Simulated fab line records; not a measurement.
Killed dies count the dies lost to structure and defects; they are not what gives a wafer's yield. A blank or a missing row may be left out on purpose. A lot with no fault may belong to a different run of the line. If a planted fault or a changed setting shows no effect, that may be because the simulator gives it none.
fab line records	flow berkeley-cmos170
record lots=7	wafers=21	last-day=12
route steps=331 shown ACTIVE@78 PFIELD@79 FIELD@89 SACOX@97 SCREENOX@100 NVT@104 PVT@115 M3@331
lots untouched by any fault: they come from a run of this same line in which no faults occurred
start-h: the number of hours between the record's first day and the start of the first shown wafer of the lot	wait-h: hours elapsed since this lot's preceding step	" same as the row above	L1.1+2: several wafers, shown together as one row	- no value, or no start was given	* or withheld: withheld	< > ~ a bound
route shown NAME@n: names a module that has steps shown in the file, with the first one's number in the route	usual: average and standard deviation across the fault-free wafers	same: alike in all rows	chamber/n: place in a boat	sites: each site's reading	_std_site: the standard deviation of these	_edge_site: outer sites' mean less inner sites'	radius-mm: how far each site lies from the wafer's centre	mask NAME#n: copy n	behind: the tool/chamber that last shaped the wafer	hold: reason for holding the lot/hours on hold/outcome of the hold	device: the n, p or np transistor that did not switch	end of line: at the end of the route, the tests of the same wafers	a step given without rows: its recipe and nothing more	killed: dies lost to structure and defects at the first sort, not the wafer's yield	map: the dies of a wafer, with x for killed, . for not killed, _ for no die there
set.NAME: the run value of the setting; set.NAME@STEP: its run value at that earlier step	model.NAME: the simulator's own value behind a step, which no gauge read
lots at selected steps of the route; one table per step, one row per wafer
services: the hour from which a tool's chamber was out of use, counted from the record's first day as start-h (under 0 if before that day), plus the number of hours and why
## steps
# step UCB170_ACTIVE_CLEAN_17
# recipe chemistry=SPM	temp-c=120	time-s=600
# step UCB170_PFIELD_HMDS_00
# recipe prime-time-s=60	prime-temp-c=100
# step UCB170_PFIELD_COAT_01
# recipe resist=KrF	spin-rpm=1500	resist-thk-nm=900
# step UCB170_PFIELD_SOFTBAKE_02
# recipe resist=KrF	temp-c=130	time-s=60
# step UCB170_PFIELD_EXPOSE_03
# recipe mask-id=PFIELD	na=0.5	sigma-outer=0.6	source-shape=conventional	target-cd-nm=1500	dose-mj=30
# step UCB170_PFIELD_PEB_04
# recipe peb-temp-c=130	peb-time-s=withheld	resist=KrF
# step UCB170_PFIELD_DEVELOP_05
# recipe developer=TMAH	develop-time-s=46.34	resist=KrF	dev-temp-c=21
# step UCB170_PFIELD_OVL_MEAS_06
# usual PFIELD_OVL=2/5.3
lot.wafer	tool	chamber	start-h	wait-h	PFIELD_OVL[nm]
L965.2	overlay-02	-	99.10	-	4
L965.3	"	-	"	"	0
L965.6	"	-	"	"	7
L968.3	overlay-02	-	113.84	-	3
L968.5	"	-	"	"	11
L968.6	"	-	"	"	5
L967.3	overlay-01	-	113.90	-	2
L967.4	"	-	"	"	6
L967.6	"	-	"	"	10
L972.1	overlay-01	-	144.57	-	-1
L972.4	"	-	"	"	-1
L972.6	"	-	"	"	4
L974.3	overlay-02	-	149.34	-	7
L974.4	"	-	"	"	2
L974.6	"	-	"	"	5
L973.1	overlay-01	-	149.74	-	2
L973.4	"	-	"	"	2
L973.6	"	-	"	"	7
L982.2	overlay-02	-	191.23	-	8
L982.3	"	-	"	"	4
L982.5	"	-	"	"	7
# step UCB170_PFIELD_IMPLANT_07
# recipe species=B	dose-cm2=2e+13	energy-kev=80	tilt-deg=7
# step UCB170_PFIELD_STRIP_08
# recipe chemistry=O2	power-w=400	pressure-mtorr=3500	platen-temp-c=withheld	o2-flow-sccm=400	overash-fraction=0.5
# usual drypump-motor-current-A=5.8/0.54	oes-product-au=0.735/0.0046	strip-time-to-endpoint-s=21.64/0.066
lot.wafer	tool	chamber	start-h	wait-h	drypump-motor-current-A	oes-product-au	rf-hours-counter-h	strip-time-to-endpoint-s
L965.2	plasma-asher-02	0	99.28	0.1	5.6	0.739	36	21.56
L965.3	"	0	"	"	5.7	0.737	-	21.53
L965.6	"	1	"	"	6.4	0.732	-	21.55
L968.3	plasma-asher-02	1	114.05	0.1	6.5	0.727	-	21.71
L968.5	"	1	"	"	6.5	0.743	-	21.61
L968.6	"	0	"	"	5.7	0.732	-	21.60
L967.3	plasma-asher-03	1	114.14	0.1	5.2	0.734	-	21.72
L967.4	"	0	"	"	4.8	0.726	-	21.65
L967.6	"	0	"	"	4.8	0.737	-	21.71
L972.1	plasma-asher-01	0	144.75	0.1	5.9	0.726	3	21.51
L972.4	"	1	"	"	6.0	0.734	-	21.57
L972.6	"	1	"	"	6.0	0.733	-	21.46
L974.3	plasma-asher-01	0	149.55	0.1	5.9	0.734	-	21.53
L974.4	"	1	"	"	6.0	0.729	-	21.48
L974.6	"	0	"	"	5.9	0.735	-	21.55
L973.1	plasma-asher-02	1	149.93	0.1	6.5	0.744	42	21.73
L973.4	"	1	"	"	6.5	0.735	-	21.67
L973.6	"	0	"	"	5.7	0.735	-	21.72
L982.2	plasma-asher-02	1	191.41	0.1	6.5	0.724	46	21.66
L982.3	"	1	"	"	6.5	0.729	-	21.71
L982.5	"	1	"	"	6.5	0.733	-	21.68
# step UCB170_PFIELD_TW_MEAS_09
# usual PFIELD_TW=603/4.2
lot.wafer	tool	chamber	start-h	wait-h	PFIELD_TW
L965.2	film-metro-03	-	99.39	0.1	609
L965.3	"	-	"	"	606
L965.6	"	-	"	"	604
L968.3	film-metro-02	-	114.13	0.1	603
L968.5	"	-	"	"	603
L968.6	"	-	"	"	600
L967.3	film-metro-04	-	114.22	0.1	595
L967.4	"	-	"	"	596
L967.6	"	-	"	"	595
L972.1	film-metro-02	-	144.85	0.1	601
L972.4	"	-	"	"	603
L972.6	"	-	"	"	601
L974.3	film-metro-03	-	149.63	0.1	609
L974.4	"	-	"	"	608
L974.6	"	-	"	"	608
L973.1	film-metro-02	-	150.03	0.1	600
L973.4	"	-	"	"	603
L973.6	"	-	"	"	602
L982.2	film-metro-03	-	191.52	0.1	603
L982.3	"	-	"	"	599
L982.5	"	-	"	"	602
# step UCB170_FIELD_CLEAN_00
# recipe chemistry=dHF	dilution=25:1	time-s=7.5
# step UCB170_FIELD_OXIDATION_01
# recipe temp-c=1000	ambient=H2O	p-h2o-torr=584.62	target-thk-a=5583	ox-time-s=7200
# usual spike-tc-centre-C=1002.3/1.1	spike-tc-load-C=1022/4.2	spike-tc-source-C=1025.0/2.9	tube-center-temp-C=1000/0.09	tube_center_temp_C_max=1002.6/0.4	zone-power-centre-pct=41.5/1.7	zone-power-load-pct=37.2/2.9	zone-power-source-pct=33.2/2.6
lot.wafer	tool	chamber	start-h	wait-h	spike-tc-centre-C	spike-tc-load-C	spike-tc-source-C	tube-center-temp-C	tube_center_temp_C_max	zone-power-centre-pct	zone-power-load-pct	zone-power-source-pct	model.SiO2_of_FIELD_OXIDATION_01.thk-nm	model.Si3N4_of_ACTIVE_CVD_05.thk-nm
L965.2	furnace-01	0	104.16	4.7	1003.0	1018	1026.7	999.97	1002.1	43.5	38.5	31.3	564.5	218
L965.3	"	0	"	"	1000.9	1020	1029.1	1000	1002.1	43.1	38.2	31.4	549.8	216.6
L965.6	"	0	"	"	999.9	1018	1027.7	1000	1003.3	43.2	37.8	31.2	570.7	218.6
L967.3	furnace-04	0	116.81	1.3	1004.6	1021	1024.0	1000	1002.6	40.1	32.2	38.1	553.4	212
L967.4	"	0	"	"	1003.5	1022	1024.6	1000.1	1003.2	40.0	31.1	37.6	544.5	210.4
L967.6	"	0	"	"	1000.8	1020	1023.2	1000	1002.4	39.6	31.2	37.8	559.2	213.2
L968.3	furnace-04	0	116.81	1.3	1001.4	1020	1024.4	1000.1	1002.4	39.5	31.8	37.8	560	213.3
L968.5	"	0	"	"	1002.2	1021	1021.8	1000.2	1002.3	40.2	31.1	38.4	562.8	212
L968.6	"	0	"	"	1004.4	1019	1023.2	999.87	1002.3	40.3	31.6	38.1	555.6	213
L972.1	furnace-01	0	149.11	4.1	1151.4	1168	1180.8	1148.8	1151.4	50.8	53.1	44.5	1046	209.6
L972.4	"	0	"	"	1151.2	1170	1178.7	1148.8	1151.6	52.0	52.9	44.1	1038	208
L972.6	"	0	"	"	1149.9	1169	1179.1	1148.7	1151.1	50.9	53.9	43.5	1034	209.4
L973.1	furnace-01	0	154.86	4.8	1150.9	1169	1179.2	1148.7	1151.0	51.0	54.0	44.1	1055	207.1
L973.4	"	0	"	"	1150.6	1171	1178.9	1148.9	1151.1	50.8	53.4	43.2	1054	206.8
L973.6	"	0	"	"	1150.5	1168	1178.3	1148.9	1151.6	51.3	53.7	44.4	1061	205
L974.3	furnace-01	0	154.86	5.2	1151.7	1168	1178.4	1148.9	1151.5	51.3	52.7	44.4	1023	208.1
L974.4	"	0	"	"	1151.4	1168	1179.2	1148.9	1151.1	50.8	52.7	43.1	1021	206.6
L974.6	"	0	"	"	1151.8	1169	1178.5	1148.9	1151.2	50.3	53.5	44.3	1024	209.7
L982.2	furnace-02	0	196.69	5.1	1001.5	1028	1021.0	999.97	1002.1	40.1	39.7	32.5	562.7	213.3
L982.3	"	0	"	"	1003.3	1028	1020.5	999.9	1002.8	39.8	38.8	33.1	544.4	216.3
L982.5	"	0	"	"	1002.0	1028	1020.4	1000.2	1002.3	40.2	38.7	32.3	563.5	213.2
# step UCB170_FIELD_THK_MEAS_02
# recipe reads=SiO2_of_FIELD_OXIDATION_01
# usual FIELD_OXIDE_THK=557/12
lot.wafer	tool	chamber	start-h	wait-h	FIELD_OXIDE_THK[nm]
L965.2	film-metro-03	-	107.17	0.0	565
L965.3	"	-	"	"	550
L965.6	"	-	"	"	570
L967.3	film-metro-02	-	119.83	0.0	553
L967.4	"	-	"	"	545
L967.6	"	-	"	"	559
L968.3	film-metro-01	-	119.83	0.0	560
L968.5	"	-	"	"	564
L968.6	"	-	"	"	556
L972.1	film-metro-01	-	152.11	0.0	1045
L972.4	"	-	"	"	1038
L972.6	"	-	"	"	1034
L973.1	film-metro-01	-	157.86	0.0	1056
L973.4	"	-	"	"	1053
L973.6	"	-	"	"	1061
L974.3	film-metro-03	-	157.88	0.0	1024
L974.4	"	-	"	"	1021
L974.6	"	-	"	"	1024
L982.2	film-metro-02	-	199.70	0.0	562
L982.3	"	-	"	"	544
L982.5	"	-	"	"	563
# step UCB170_FIELD_ANNEAL_03
# recipe temp-c=1000	time-s=1200	ambient=N2
# step UCB170_FIELD_WET_ETCH_04
# recipe chemistry=dHF	dilution=10:1	target=SiO2	temp-c=25	time-s=60
# step UCB170_FIELD_WET_ETCH_05
# recipe chemistry=H3PO4	target=Si3N4	temp-c=160	time-s=12600
# step UCB170_FIELD_WET_ETCH_06
# recipe chemistry=BOE	dilution=5:1	target=SiO2	temp-c=25	time-s=22
lot.wafer	tool	chamber	start-h	wait-h	model.SiO2_of_FIELD_OXIDATION_01.thk-nm
L965.2	wet-bench-01	2	116.39	0.1	448.4
L965.3	"	2	"	"	433.3
L965.6	"	2	"	"	454.3
L967.3	wet-bench-03	0	131.04	0.0	438.5
L967.4	"	0	"	"	429.2
L967.6	"	0	"	"	443.9
L968.3	wet-bench-03	2	131.04	0.0	443.8
L968.5	"	2	"	"	446.3
L968.6	"	2	"	"	438.9
L972.1	wet-bench-01	0	165.11	0.3	927.7
L972.4	"	0	"	"	920.1
L972.6	"	0	"	"	916.2
L973.1	wet-bench-01	1	165.11	0.3	939.2
L973.4	"	1	"	"	937.8
L973.6	"	1	"	"	944.6
L974.3	wet-bench-01	2	165.11	0.3	906.5
L974.4	"	2	"	"	903.5
L974.6	"	2	"	"	906.9
L982.2	wet-bench-01	3	209.26	0.3	445.2
L982.3	"	3	"	"	426.8
L982.5	"	3	"	"	445.7
# step UCB170_FIELD_THK_MEAS_90
# recipe reads=SiO2_of_FIELD_OXIDATION_01
# usual FIELD_OXIDE_LEFT_1_THK=440/13
lot.wafer	tool	chamber	start-h	wait-h	FIELD_OXIDE_LEFT_1_THK[nm]
L965.2	film-metro-02	-	116.41	0.0	448
L965.3	"	-	"	"	433
L965.6	"	-	"	"	454
L967.3	film-metro-01	-	131.08	0.0	438
L967.4	"	-	"	"	429
L967.6	"	-	"	"	444
L968.3	film-metro-03	-	131.08	0.0	444
L968.5	"	-	"	"	446
L968.6	"	-	"	"	439
L973.1	film-metro-01	-	165.18	0.1	939
L973.4	"	-	"	"	937
L973.6	"	-	"	"	945
L974.3	film-metro-03	-	165.19	0.1	906
L974.4	"	-	"	"	904
L974.6	"	-	"	"	906
L972.1	film-metro-03	-	165.23	0.1	927
L972.4	"	-	"	"	921
L972.6	"	-	"	"	917
L982.2	film-metro-01	-	209.29	0.0	445
L982.3	"	-	"	"	427
L982.5	"	-	"	"	446
# step UCB170_SACOX_CLEAN_00
# recipe chemistry=dHF	dilution=25:1	time-s=7.5
# step UCB170_SACOX_OXIDATION_01
# recipe temp-c=900	ambient=O2	target-thk-a=144	ox-time-s=2400
# step UCB170_SACOX_THK_MEAS_02
# recipe reads=SiO2_of_SACOX_OXIDATION_01
# usual SACOX_OXIDE_THK=14.43/0.24
lot.wafer	tool	chamber	start-h	wait-h	SACOX_OXIDE_THK[nm]
L965.2	film-metro-01	-	124.01	0.0	14.47
L965.3	"	-	"	"	14.47
L965.6	"	-	"	"	14.48
L967.3	film-metro-03	-	137.05	0.0	14.50
L967.4	"	-	"	"	14.30
L967.6	"	-	"	"	14.24
L968.3	film-metro-04	-	137.05	0.0	14.34
L968.5	"	-	"	"	14.13
L968.6	"	-	"	"	14.45
L972.1	film-metro-01	-	172.24	0.0	14.30
L972.4	"	-	"	"	14.10
L972.6	"	-	"	"	14.17
L973.1	film-metro-04	-	172.24	0.0	14.71
L973.4	"	-	"	"	14.71
L973.6	"	-	"	"	14.56
L974.3	film-metro-03	-	172.26	0.0	14.54
L974.4	"	-	"	"	14.34
L974.6	"	-	"	"	14.35
L982.2	film-metro-03	-	213.67	0.0	14.44
L982.3	"	-	"	"	14.57
L982.5	"	-	"	"	14.75
# step UCB170_SCREENOX_WET_ETCH_00
# recipe chemistry=dHF	dilution=25:1	target=SiO2	temp-c=25	time-s=200
# step UCB170_SCREENOX_OXIDATION_01
# recipe temp-c=900	ambient=O2	target-thk-a=144	ox-time-s=2400
# step UCB170_SCREENOX_THK_MEAS_02
# recipe reads=SiO2_of_SCREENOX_OXIDATION_01
# usual SCREENOX_OXIDE_THK=14.30/0.24
lot.wafer	tool	chamber	start-h	wait-h	SCREENOX_OXIDE_THK[nm]
L965.2	film-metro-02	-	131.82	0.0	14.28
L965.3	"	-	"	"	14.03
L965.6	"	-	"	"	14.13
L967.3	film-metro-02	-	143.96	0.0	13.80
L967.4	"	-	"	"	14.03
L967.6	"	-	"	"	13.76
L968.3	film-metro-04	-	143.96	0.0	14.17
L968.5	"	-	"	"	14.13
L968.6	"	-	"	"	14.09
L972.1	film-metro-02	-	178.24	0.0	14.50
L972.4	"	-	"	"	14.27
L972.6	"	-	"	"	14.37
L973.1	film-metro-04	-	178.24	0.0	14.27
L973.4	"	-	"	"	13.93
L973.6	"	-	"	"	14.29
L974.3	film-metro-01	-	178.26	0.0	14.13
L974.4	"	-	"	"	14.29
L974.6	"	-	"	"	14.26
L982.2	film-metro-01	-	217.25	0.0	14.40
L982.3	"	-	"	"	14.37
L982.5	"	-	"	"	14.53
# step UCB170_SCREENOX_ANNEAL_03
# recipe temp-c=900	time-s=900	ambient=N2
# step UCB170_NVT_HMDS_00
# recipe prime-time-s=60	prime-temp-c=100
# step UCB170_NVT_COAT_01
# recipe resist=KrF	spin-rpm=1500	resist-thk-nm=887.7
# step UCB170_NVT_SOFTBAKE_02
# recipe resist=KrF	temp-c=130	time-s=60
# step UCB170_NVT_EXPOSE_03
# recipe mask-id=PWELL	target-cd-nm=3000	na=0.5	sigma-outer=0.6	source-shape=conventional	dose-mj=30
# step UCB170_NVT_PEB_04
# recipe peb-temp-c=130	peb-time-s=withheld	resist=KrF
# step UCB170_NVT_DEVELOP_05
# recipe developer=TMAH	develop-time-s=45	resist=KrF	dev-temp-c=21
# step UCB170_NVT_OVL_MEAS_06
# usual NVT_OVL=2/5.4
lot.wafer	tool	chamber	start-h	wait-h	NVT_OVL[nm]
L965.2	overlay-01	-	139.12	-	6
L965.3	"	-	"	"	-2
L965.6	"	-	"	"	2
L967.3	overlay-02	-	151.50	-	12
L967.4	"	-	"	"	2
L967.6	"	-	"	"	3
L968.3	overlay-01	-	151.78	-	5
L968.5	"	-	"	"	-1
L968.6	"	-	"	"	11
L974.3	overlay-01	-	186.19	-	0
L974.4	"	-	"	"	9
L974.6	"	-	"	"	3
L972.1	overlay-01	-	186.42	-	-1
L972.4	"	-	"	"	-1
L972.6	"	-	"	"	-3
L973.1	overlay-02	-	186.74	-	9
L973.4	"	-	"	"	5
L973.6	"	-	"	"	10
L982.2	overlay-01	-	223.94	-	4
L982.3	"	-	"	"	-5
L982.5	"	-	"	"	-2
# step UCB170_NVT_IMPLANT_07
# recipe species=BF2	dose-cm2=2.935e+12	energy-kev=50	tilt-deg=7
# step UCB170_NVT_STRIP_08
# recipe chemistry=O2	power-w=400	pressure-mtorr=3500	platen-temp-c=withheld	o2-flow-sccm=400	overash-fraction=0.5
# usual drypump-motor-current-A=6.0/0.3	oes-product-au=0.734/0.0042	strip-time-to-endpoint-s=21.38/0.058
lot.wafer	tool	chamber	start-h	wait-h	drypump-motor-current-A	oes-product-au	rf-hours-counter-h	strip-time-to-endpoint-s
L965.2	plasma-asher-02	0	139.30	0.1	5.7	0.737	41	21.36
L965.3	"	1	"	"	6.5	0.734	-	21.39
L965.6	"	0	"	"	5.7	0.737	-	21.37
L967.3	plasma-asher-01	1	151.71	0.1	6.0	0.734	-	21.30
L967.4	"	0	"	"	5.9	0.730	-	21.34
L967.6	"	0	"	"	5.9	0.735	-	21.34
L968.3	plasma-asher-02	1	151.99	0.1	6.5	0.738	-	21.42
L968.5	"	0	"	"	5.7	0.731	-	21.41
L968.6	"	1	"	"	6.5	0.736	-	21.38
L974.3	plasma-asher-02	0	186.40	0.1	5.7	0.737	-	21.47
L974.4	"	1	"	"	6.5	0.738	-	21.41
L974.6	"	1	"	"	6.5	0.737	-	21.45
L972.1	plasma-asher-01	1	186.61	0.1	6.0	0.734	7	21.29
L972.4	"	0	"	"	5.9	0.734	-	21.29
L972.6	"	0	"	"	5.9	0.735	-	21.32
L973.1	plasma-asher-02	0	186.92	0.1	5.6	0.730	45	21.30
L973.4	"	1	"	"	6.5	0.726	-	21.39
L973.6	"	0	"	"	5.7	0.742	-	21.39
L982.2	plasma-asher-04	0	224.12	0.1	6.3	0.732	44	21.35
L982.3	"	1	"	"	5.7	0.733	-	21.30
L982.5	"	1	"	"	5.7	0.735	-	21.32
# step UCB170_NVT_TW_MEAS_09
# usual NVT_TW=522/4.6
lot.wafer	tool	chamber	start-h	wait-h	NVT_TW
L965.2	film-metro-02	-	139.41	0.1	516
L965.3	"	-	"	"	520
L965.6	"	-	"	"	522
L967.3	film-metro-03	-	151.80	0.1	527
L967.4	"	-	"	"	524
L967.6	"	-	"	"	527
L968.3	film-metro-04	-	152.07	0.1	517
L968.5	"	-	"	"	515
L968.6	"	-	"	"	516
L974.3	film-metro-03	-	186.49	0.1	519
L974.4	"	-	"	"	521
L974.6	"	-	"	"	523
L972.1	film-metro-03	-	186.71	0.1	522
L972.4	"	-	"	"	520
L972.6	"	-	"	"	523
L973.1	film-metro-04	-	187.02	0.1	517
L973.4	"	-	"	"	519
L973.6	"	-	"	"	519
L982.2	film-metro-04	-	224.23	0.1	517
L982.3	"	-	"	"	518
L982.5	"	-	"	"	516
# step UCB170_NVT_CLEAN_10
# recipe chemistry=SPM	temp-c=120	time-s=600
# step UCB170_PVT_HMDS_00
# recipe prime-time-s=60	prime-temp-c=100
# step UCB170_PVT_COAT_01
# recipe resist=KrF	spin-rpm=1500	resist-thk-nm=900
# step UCB170_PVT_SOFTBAKE_02
# recipe resist=KrF	temp-c=130	time-s=60
# step UCB170_PVT_EXPOSE_03
# recipe mask-id=NWELL	target-cd-nm=3000	na=0.5	sigma-outer=0.6	source-shape=conventional	dose-mj=30
# step UCB170_PVT_PEB_04
# recipe peb-temp-c=130	peb-time-s=withheld	resist=KrF
# step UCB170_FIELD_THK_MEAS_91
# recipe reads=SiO2_of_FIELD_OXIDATION_01
# usual FIELD_OXIDE_LEFT_2_THK=352/13
lot.wafer	tool	chamber	start-h	wait-h	FIELD_OXIDE_LEFT_2_THK[nm]
L965.2	film-metro-03	-	142.24	0.0	361
L965.3	"	-	"	"	345
L965.6	"	-	"	"	366
L967.3	film-metro-03	-	153.41	0.0	351
L967.4	"	-	"	"	341
L967.6	"	-	"	"	356
L968.3	film-metro-02	-	153.93	0.0	356
L968.5	"	-	"	"	358
L968.6	"	-	"	"	351
L974.3	film-metro-02	-	188.83	0.0	818
L974.4	"	-	"	"	816
L974.6	"	-	"	"	819
L972.1	film-metro-03	-	188.93	0.0	840
L972.4	"	-	"	"	833
L972.6	"	-	"	"	828
L973.1	film-metro-02	-	189.34	0.0	853
L973.4	"	-	"	"	849
L973.6	"	-	"	"	857
L982.2	film-metro-02	-	225.75	0.0	356
L982.3	"	-	"	"	338
L982.5	"	-	"	"	357
# step UCB170_M3_PROBE_99
lot.wafer	tool	chamber	start-h	wait-h	model.etest.pplus-sal.width-nm	model.etest.nplus-sal.width-nm	model.etest.nmos-narrow.drive-ua-um	model.etest.nmos_0p6.r-on-ohm-um	model.etest.nmos_0p35.r-on-ohm-um	model.etest.nmos-turned.drive-ua-um	model.etest.nmos_0p35.drive-ua-um	model.etest.nmos_0p6.drive-ua-um
L965.2	prober-01	-	192.75	0.1	722.9	731.2	375.3	2209	1406	600.2	595.5	439.6
L965.3	prober-01	-	192.80	0.2	753.3	751.4	377.9	2209	1407	595.4	585.7	433.4
L965.6	prober-01	-	192.95	0.2	701.1	704.9	365.6	2253	1427	588.5	583.5	431.6
L967.3	prober-01	-	215.01	0.2	726.3	729.2	371.9	2220	1419	590.2	585.2	432
L967.4	prober-01	-	215.06	0.2	741	745.4	376	2251	1428	591.1	584.8	429.3
L967.6	prober-01	-	215.16	0.2	738.5	738.6	362.6	2238	1423	587.7	576.6	430.3
L968.3	prober-01	-	216.51	0.2	735	734.5	359.2	2296	1454	572.7	562.4	419.2
L968.5	prober-01	-	216.61	0.2	696.1	695.9	353.6	2318	1492	567.1	560.6	411.9
L968.6	prober-01	-	216.66	0.2	743.3	745.1	362.1	2316	1460	572.2	559.5	413.9
L973.1	prober-01	-	244.71	0.1	144.6	145.1	48.22	2412	1524	552	547	401.1
L973.4	prober-01	-	244.86	0.2	115.4	115.2	50.09	2385	1525	560.5	555.7	410.2
L973.6	prober-01	-	244.96	0.2	160	160.4	41.52	2362	1480	563.2	560.7	413.1
L972.1	prober-02	-	246.51	0.1	140.7	141.9	58.72	2347	1505	565.5	553.3	410.1
L972.4	prober-02	-	246.66	0.2	155.3	156.2	64.71	2365	1496	567.1	563.1	412.6
L972.6	prober-02	-	246.76	0.2	149.7	149.3	67.02	2351	1496	568.7	557.1	415.2
L974.3	prober-01	-	248.06	0.2	154.3	153.8	67.96	2337	1481	578.8	566.8	418.9
L974.4	prober-01	-	248.11	0.2	164.6	164.7	71.98	2353	1492	570	562.5	417.4
L974.6	prober-01	-	248.21	0.2	134.7	135.1	71.61	2340	1506	570.7	559	416.1
L982.2	prober-01	-	282.01	0.1	730.6	734.1	364.2	2295	1459	576.5	566.4	419.2
L982.3	prober-01	-	282.06	0.2	762.4	762	370.8	2312	1453	576.9	566.8	416.3
L982.5	prober-01	-	282.16	0.2	722.4	727.9	362.4	2310	1466	572.3	563.4	413.5
# killed by level:class
L965.2 V1:geometric-particle:short=1
L965.3 SPACER:geometric-particle:open=1 V2:geometric-particle:open=1 ACTIVE:area-etch=1
L965.6 GATE:geometric-particle:open=1
L967.3 V2:geometric-particle:open=1 M3:geometric-particle:short=1
L967.4 FIELD:geometric-particle:open=1 GATE:geometric-particle:open=1 SILICIDE:geometric-particle:short=1 M1:geometric-particle:short=1
L967.6 FIELD:geometric-particle:short=1 SILICIDE:geometric-particle:short=1 M2:geometric-particle:short=1
L968.3 CONTACT:geometric-particle:open=2 GATE:geometric-particle:open=1 GATE:geometric-particle:short=1 SPACER:geometric-particle:open=1 M1:geometric-particle:short=1
L968.5 SACOX:geometric-particle:open=1 CONTACT:geometric-particle:short=1
L968.6 START:geometric-particle:open=1 SACOX:geometric-particle:open=1 SPACER:geometric-particle:open=1
L982.2 FIELD:geometric-particle:open=1 M1:geometric-particle:short=1 M3:geometric-particle:short=1
L982.3 FIELD:geometric-particle:short=1 SPACER:geometric-particle:short=1 M1:geometric-particle:short=1 V1:geometric-particle:short=1
L982.5 GATE:geometric-particle:open=1 SPACER:geometric-particle:open=1 SILICIDE:geometric-particle:short=1 SILICIDE:geometric-particle:open=1 M1:geometric-particle:short=1 ACTIVE:area-etch=1
## services
tool	chamber	start-h	hours	kind
furnace-01	-	92.67	3.3	pm
plasma-asher-01	-	108.75	9.0	pm
plasma-asher-01	0	108.75	9.0	vent-cycle
plasma-asher-01	1	108.75	9.0	vent-cycle
plasma-asher-01	0	117.75	-	clean
plasma-asher-01	1	117.75	-	clean
furnace-04	-	157.66	2.8	pm
furnace-02	-	164.97	3.5	pm
plasma-asher-03	-	174.90	2.8	pm
plasma-asher-04	-	184.38	2.9	repair
plasma-asher-01	-	207.41	2.8	pm
## key
first-sign step=UCB170_FIELD_OXIDATION_01	reading=tube-center-temp-C	direction=up	sigmas=99+	usual=*	struck=*
effect step=UCB170_FIELD_OXIDATION_01	reading=tube_center_temp_C_max	direction=up	sigmas=99+	usual=*	struck=*
effect step=UCB170_FIELD_THK_MEAS_02	reading=FIELD_OXIDE_THK	direction=up	sigmas=39	usual=557	struck=1039
effect step=UCB170_FIELD_THK_MEAS_90	reading=FIELD_OXIDE_LEFT_1_THK	direction=up	sigmas=37	usual=440	struck=922
effect step=UCB170_FIELD_THK_MEAS_91	reading=FIELD_OXIDE_LEFT_2_THK	direction=up	sigmas=38	usual=352	struck=835
model-effect step=UCB170_FIELD_OXIDATION_01	value=SiO2_of_FIELD_OXIDATION_01.thk-nm	without=557.8	struck=1039
model-effect step=UCB170_FIELD_WET_ETCH_06	value=SiO2_of_FIELD_OXIDATION_01.thk-nm	without=440.9	struck=922.5
model-effect step=UCB170_M3_PROBE_99	value=etest.pplus-sal.width-nm	without=732.9	struck=146.6
met-at UCB170_FIELD_OXIDATION_01
struck-wafers L972.1,L972.4,L972.6,L973.1,L973.4,L973.6,L974.3,L974.4,L974.6
sort-left-out L972.1,L972.4,L972.6,L973.1,L973.4,L973.6,L974.3,L974.4,L974.6
tester-left-out L972,L973,L974
fault kind=process-parameter-drift	tool=furnace-01	chamber=-	onset-h=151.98	steps=UCB170_FIELD_OXIDATION_01	channel=temp-c	offset=*	shape=step	end-h=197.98	acts-in=*	stated=*
# tester-left-out: of these lots the tester's yield and bins aren't shown, on N5 and GAA mostly nor the transistor test; their killed dies are dies lost to structure and defects alone, not to doping, threshold or leakage, so they don't give the yield
# sort-left-out: the simulated sort isn't trusted on such a fault, so these wafers' sort isn't shown, and their yield isn't known
